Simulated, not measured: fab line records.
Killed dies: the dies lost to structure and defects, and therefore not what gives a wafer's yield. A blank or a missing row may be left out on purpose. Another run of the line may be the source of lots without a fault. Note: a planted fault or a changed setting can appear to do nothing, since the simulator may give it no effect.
A single fault, viewed from 2 desks -- flow berkeley cmos170 -- each desk holds nothing but its own numbers, with what lay behind them at the end

== AT THE METROLOGY DESK ==
What the gauges read for every lot (on any tool): the sampled wafers with a number, averaged. A lot is out of limits, marked OUT, if its mean lies more than 4 standard deviations from the usual mean; the brackets give that distance.
Columns: A = PVT_TW at UCB170_PVT_TW_MEAS_09, usual 507.7; B = cd nm at UCB170_M2_CD_MEAS_90, usual 702 nm; C = cd nm at UCB170_V2_CD_MEAS_12, usual 699.4 nm
lot,first seen here,A,B,C
L663,day 5 09:52,508.0,700,699.1
L665,day 5 22:50,506.5,705,701.6
L666,day 6 07:25,505.7,702,700.9
L669,day 7 04:35,506.1,700,699.2
L670,day 7 15:38,509.0,704,697.7
L672,day 7 17:54,505.8,704,699.7
L674,day 8 01:52,510.4,702,698.0
L676,day 8 08:04,507.0,699,700.3
L677,day 8 23:23,509.8,701,701.0
L678,day 8 23:50,480.4 (-11) OUT,706,700.4
L680,day 9 09:33,482.9 (-9.5) OUT,701,699.1
L681,day 9 10:13,505.8,702,698.1
L682,day 9 10:19,508.6,702,699.4
L686,day 10 20:32,506.4,705,699.1
This desk reports L678, L680 out of limits; the earliest was L678 at day 8 23:50 (PVT_TW at UCB170_PVT_TW_MEAS_09). In limits: L663, L665, L666, L669, L670, L672, L674, L676, L677, L681, L682, L686.

== AT THE TOOL OWNER'S DESK: implanter-03 ==
The tool's own readings at UCB170_PVT_IMPLANT_07: means of the sampled wafers that have a number, for each lot that ran on this tool. A lot is out of limits, marked OUT, if its mean lies more than 4 standard deviations from the usual mean; the brackets give that distance.
Columns: A = beam energy keV at UCB170_PVT_IMPLANT_07, usual 30.000; B = dose ions cm2 at UCB170_PVT_IMPLANT_07, usual 1.9998e+12; C = end station pressure torr at UCB170_PVT_IMPLANT_07, usual 5e-06 Torr; D = tilt deg at UCB170_PVT_IMPLANT_07, usual 7.002 degrees
lot,first seen here,A,B,C,D
L663,day 5 09:37,30.014,1.9978e+12,5e-06,6.999
L666,day 6 07:11,29.999,2.0004e+12,5e-06,6.992
L672,day 7 17:41,30.000,1.9980e+12,5e-06,7.022
L674,day 8 01:37,29.994,2.0001e+12,5e-06,6.994
L678,day 8 23:35,24.594 (-99 or more) OUT,1.9988e+12,5e-06,7.013
L680,day 9 09:18,24.602 (-99 or more) OUT,1.9992e+12,5e-06,6.988
This desk's finding: out of limits on L678, L680; first on L678, day 8 23:35 (beam energy keV at UCB170_PVT_IMPLANT_07). In limits: L663, L666, L672, L674.

== ALL TOGETHER ==
The tool owner's desk had the chance to raise an alarm at day 8 23:35 on L678, L680.
The metrology desk could have raised an alarm at day 8 23:50, on L678, L680.
UCB170_PVT_IMPLANT_07 was run on implanter-03 by each of the lots named.

== WHAT HAD BEEN PUT IN BY THE SIMULATOR ==
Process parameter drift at UCB170_PVT_IMPLANT_07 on implanter-03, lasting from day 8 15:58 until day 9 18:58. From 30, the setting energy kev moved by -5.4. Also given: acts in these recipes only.
Shown lots that were struck: L678, L680.
Hours from the fault's start to each desk's first reading out of limits: the tool owner's desk, 8; the metrology desk, 8.
